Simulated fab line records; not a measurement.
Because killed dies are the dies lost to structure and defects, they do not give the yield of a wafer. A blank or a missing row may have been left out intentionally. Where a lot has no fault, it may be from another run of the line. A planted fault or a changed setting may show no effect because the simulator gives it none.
Which tool is to blame? | flow berkeley cmos170 | 14 lots with 42 wafers sampled at 5 steps, on a route of 331 steps

== WHAT THE GAUGES SHOWED, per wafer ==
UCB170_NWELL_THK_MEAS_02. Usual: NWELL_OXIDE_THK gives 26.6 nm (standard deviation 0.49).
lot  | measured    | on            | NWELL_OXIDE_THK (nm) | flag
L473 | day 2 06:13 | film metro-03 | 26.4 26.1 26.7       |
L474 | day 2 10:58 | film metro-02 | 26.1 26.4 26.5       |
L475 | day 2 18:37 | film metro-04 | 26.4 26.2 26.4       |
L476 | day 2 18:37 | film metro-03 | 26.5 26.5 26.9       |
L478 | day 3 05:09 | film metro-03 | 26.5 26.7 26.1       |
L480 | day 3 10:32 | film metro-03 | 26.3 26.4 26.4       |
L479 | day 3 10:33 | film metro-04 | 26.6 26.9 26.7       |
L481 | day 3 19:02 | film metro-03 | 26.7 26.5 26.7       |
L483 | day 4 08:54 | film metro-02 | 26.2 26.6 26.3       |
L485 | day 4 23:15 | film metro-04 | 27.1 26.7 26.7       |
L488 | day 5 06:06 | film metro-03 | 25.7 26.2 25.7       |
L493 | day 6 08:08 | film metro-02 | 26.3 26.2 26.0       |
L494 | day 6 12:10 | film metro-02 | 26.5 27.1 26.8       |
L495 | day 6 19:13 | film metro-04 | 27.0 26.9 26.9       |

UCB170_GATE_OVL_MEAS_13. Usual: GATE_OVL gives -1 nm (standard deviation 5.7).
lot  | measured     | on         | GATE_OVL (nm) | flag
L473 | day 7 05:25  | overlay-02 | 5 -3 6        |
L474 | day 7 05:39  | overlay-01 | -5 -14 -2     |
L475 | day 7 11:34  | overlay-01 | -8 0 -4       |
L476 | day 7 12:02  | overlay-02 | -2 6 0        |
L478 | day 8 22:17  | overlay-02 | 1 -2 6        |
L480 | day 8 22:33  | overlay-01 | -3 -4 -7      |
L479 | day 8 22:45  | overlay-01 | -10 -3 -12    |
L481 | day 8 22:52  | overlay-01 | -1 2 6        |
L483 | day 10 00:02 | overlay-02 | -12 -10 -5    |
L485 | day 10 05:29 | overlay-02 | 3 -6 -2       |
L488 | day 10 05:42 | overlay-01 | -1 -2 -2      |
L493 | day 11 08:04 | overlay-01 | -1 -10 -5     |
L494 | day 12 04:46 | overlay-02 | -8 -3 -5      |
L495 | day 12 04:46 | overlay-01 | 3 7 5         |

UCB170_M3_BOW_MEAS_20. Usual: M3_BOW gives 34 um (standard deviation 7.3).
lot  | measured     | on            | M3_BOW (um) | flag
L473 | day 8 20:55  | film metro-01 | 29 38 26    |
L474 | day 8 17:00  | film metro-01 | 25 27 30    |
L475 | day 9 08:13  | film metro-04 | 36 36 46    |
L476 | day 9 07:37  | film metro-01 | 40 25 28    |
L478 | day 10 17:08 | film metro-01 | 36 30 44    |
L480 | day 10 17:24 | film metro-04 | 39 34 37    |
L479 | day 10 17:17 | film metro-03 | 31 53 37    |
L481 | day 10 17:52 | film metro-01 | 35 37 32    |
L483 | day 11 12:49 | film metro-01 | 37 35 32    |
L485 | day 11 19:13 | film metro-04 | 37 44 46    |
L488 | day 11 19:46 | film metro-01 | 36 18 41    |
L493 | day 13 01:47 | film metro-04 | 36 27 34    |
L494 | day 13 17:07 | film metro-03 | 31 30 31    |
L495 | day 13 17:07 | film metro-01 | 49 34 34    |

== WHAT TOOL EACH LOT RAN ON (gives the tool, then ch and the chambers of the sampled wafers, and finally the start) ==
lot  | UCB170_M2_METAL_ETCH_18           | UCB170_M2_STRIP_19
L473 | rie metal-04 ch 0,1, day 8 14:47  | plasma asher-01 ch 0,1, day 8 14:59
L474 | rie metal-01 ch 0,1, day 8 11:35  | plasma asher-02 ch 0,1, day 8 11:46
L475 | rie metal-01 ch 0,1, day 8 22:52  | plasma asher-01 ch 0,1, day 8 23:03
L476 | rie metal-04 ch 1, day 8 22:35    | plasma asher-04 ch 0, day 8 22:46
L478 | rie metal-01 ch 0,1, day 10 08:37 | plasma asher-01 ch 0,1, day 10 08:49
L480 | rie metal-04 ch 0,1, day 10 08:55 | plasma asher-01 ch 0,1, day 10 09:06
L479 | rie metal-01 ch 0,1, day 10 09:15 | plasma asher-02 ch 0,1, day 10 09:25
L481 | rie metal-03 ch 1, day 10 09:56   | plasma asher-04 ch 0,1, day 10 10:08
L483 | rie metal-03 ch 0,1, day 11 06:22 | plasma asher-02 ch 0,1, day 11 06:34
L485 | rie metal-03 ch 0,1, day 11 13:41 | plasma asher-02 ch 0,1, day 11 13:52
L488 | rie metal-04 ch 0, day 11 13:48   | plasma asher-01 ch 0,1, day 11 13:59
L493 | rie metal-04 ch 0,1, day 12 20:15 | plasma asher-01 ch 0,1, day 12 20:26
L494 | rie metal-01 ch 0,1, day 13 09:25 | plasma asher-01 ch 0,1, day 13 09:36
L495 | rie metal-04 ch 0,1, day 13 10:34 | plasma asher-01 ch 0,1, day 13 10:45
- UCB170_M2_METAL_ETCH_18: etches Al in Cl2/BCl3, stops on SiO2, target depth 1170 nm, time 195 s.
- UCB170_M2_STRIP_19: strips in O2.

== AS READ BY THE TOOLS THEMSELVES (means over the sampled wafers that have a number; for cases with no such wafer, the mark the record gives instead) ==
UCB170_M2_METAL_ETCH_18. Usual: bcl3 flow sccm 44.97 sccm, standard deviation 0.14; drypump motor current A 5.46 A, standard deviation 0.28; mfc cl2 sccm 89.97 sccm, standard deviation 0.27; oes product au 0.857 a.u., standard deviation 0.014; throttle valve pct 24.3 %, standard deviation 0.3.
lot  | tool         | bcl3 flow sccm (sccm) | drypump motor current A (A) | mfc cl2 sccm (sccm) | oes product au (a.u.) | throttle valve pct (%) | flag
L473 | rie metal-04 | 44.87                 | 5.70                        | 89.87               | 0.874                 | 24.0                   |
L474 | rie metal-01 | 44.82                 | 5.18                        | 89.53               | 0.862                 | 24.3                   |
L475 | rie metal-01 | 44.97                 | 5.30                        | 89.88               | 0.855                 | 24.2                   |
L476 | rie metal-04 | 44.73                 | 5.40                        | 89.83               | 0.844                 | 24.0                   |
L478 | rie metal-01 | 44.94                 | 5.29                        | 89.92               | 0.858                 | 24.2                   |
L480 | rie metal-04 | 44.97                 | 5.56                        | 90.10               | 0.854                 | 24.0                   |
L479 | rie metal-01 | 44.97                 | 5.29                        | 89.96               | 0.863                 | 24.2                   |
L481 | rie metal-03 | 44.94                 | 5.36                        | 90.44               | 0.874                 | 24.8                   |
L483 | rie metal-03 | 45.19                 | 5.65                        | 89.93               | 0.779                 | 24.7                   | OFF
L485 | rie metal-03 | 45.04                 | 5.50                        | 89.99               | 0.787                 | 24.7                   | OFF
L488 | rie metal-04 | 44.97                 | 5.86                        | 90.19               | 0.859                 | 24.0                   |
L493 | rie metal-04 | 45.01                 | 5.70                        | 89.89               | 0.861                 | 24.0                   |
L494 | rie metal-01 | 44.92                 | 5.17                        | 90.21               | 0.862                 | 24.3                   |
L495 | rie metal-04 | 45.10                 | 5.55                        | 90.07               | 0.859                 | 24.0                   |

UCB170_M2_STRIP_19. Usual: drypump motor current A 5.6 A, standard deviation 0.44; o2 flow sccm 399.7 sccm, standard deviation 1.1; oes product au 0.535 a.u., standard deviation 0.019.
lot  | tool            | drypump motor current A (A) | o2 flow sccm (sccm) | oes product au (a.u.) | flag
L473 | plasma asher-01 | 6.0                         | 399.5               | 0.554                 |
L474 | plasma asher-02 | 5.2                         | 399.7               | 0.526                 |
L475 | plasma asher-01 | 6.0                         | 399.7               | 0.517                 |
L476 | plasma asher-04 | 5.1                         | 399.0               | 0.526                 |
L478 | plasma asher-01 | 5.8                         | 399.8               | 0.521                 |
L480 | plasma asher-01 | 5.8                         | 400.0               | 0.540                 |
L479 | plasma asher-02 | 5.3                         | 400.1               | 0.517                 |
L481 | plasma asher-04 | 5.4                         | 400.1               | 0.562                 |
L483 | plasma asher-02 | 5.3                         | 399.2               | 0.411                 | OFF
L485 | plasma asher-02 | 5.2                         | 399.9               | 0.418                 | OFF
L488 | plasma asher-01 | 5.8                         | 400.3               | 0.564                 |
L493 | plasma asher-01 | 5.8                         | 399.4               | 0.562                 |
L494 | plasma asher-01 | 6.0                         | 399.8               | 0.518                 |
L495 | plasma asher-01 | 6.0                         | 399.2               | 0.535                 |

== THE ANSWER, worked out from the rows above alone ==
Rule: a lot is off if the mean of its wafers that have a number lies more than 3 standard deviations from the usual mean. Also off: a lot with no number at a reading for which 4 or more lots have one. All remaining lots with rows at the step are treated as sound. Order of review: gauges by route order, followed by the tools' own readings, for which a lot's mean as printed above is used. The first step at which some lot is off is used, and at that step the reading that is off furthest; a lot without a number counts as furthest.
Off, at UCB170_M2_METAL_ETCH_18 on oes product au: L483, L485.
If a tool, at that step or one of the process steps before it, ran each lot that is off and ran no sound lot following the first of them, it fits. One fits: UCB170_M2_METAL_ETCH_18 on rie metal-03. A fault onset in the window from L481 (day 10 09:56, its last sound lot) to L483 (day 11 06:22, its first lot off) fits.
On the lots that are off, the tool's own readings at UCB170_M2_METAL_ETCH_18 differ by more than 5 times the standard deviation of the sound lots' means, which bears it out; oes product au reads 0.783 a.u. there versus 0.860 a.u. on the sound lots.

== WHAT HAD BEEN PUT IN BY THE SIMULATOR ==
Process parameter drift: rie metal-03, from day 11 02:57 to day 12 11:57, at UCB170_M2_METAL_ETCH_18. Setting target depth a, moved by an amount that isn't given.
Struck lots among those shown: L483, L485. The same result came from the rule above.
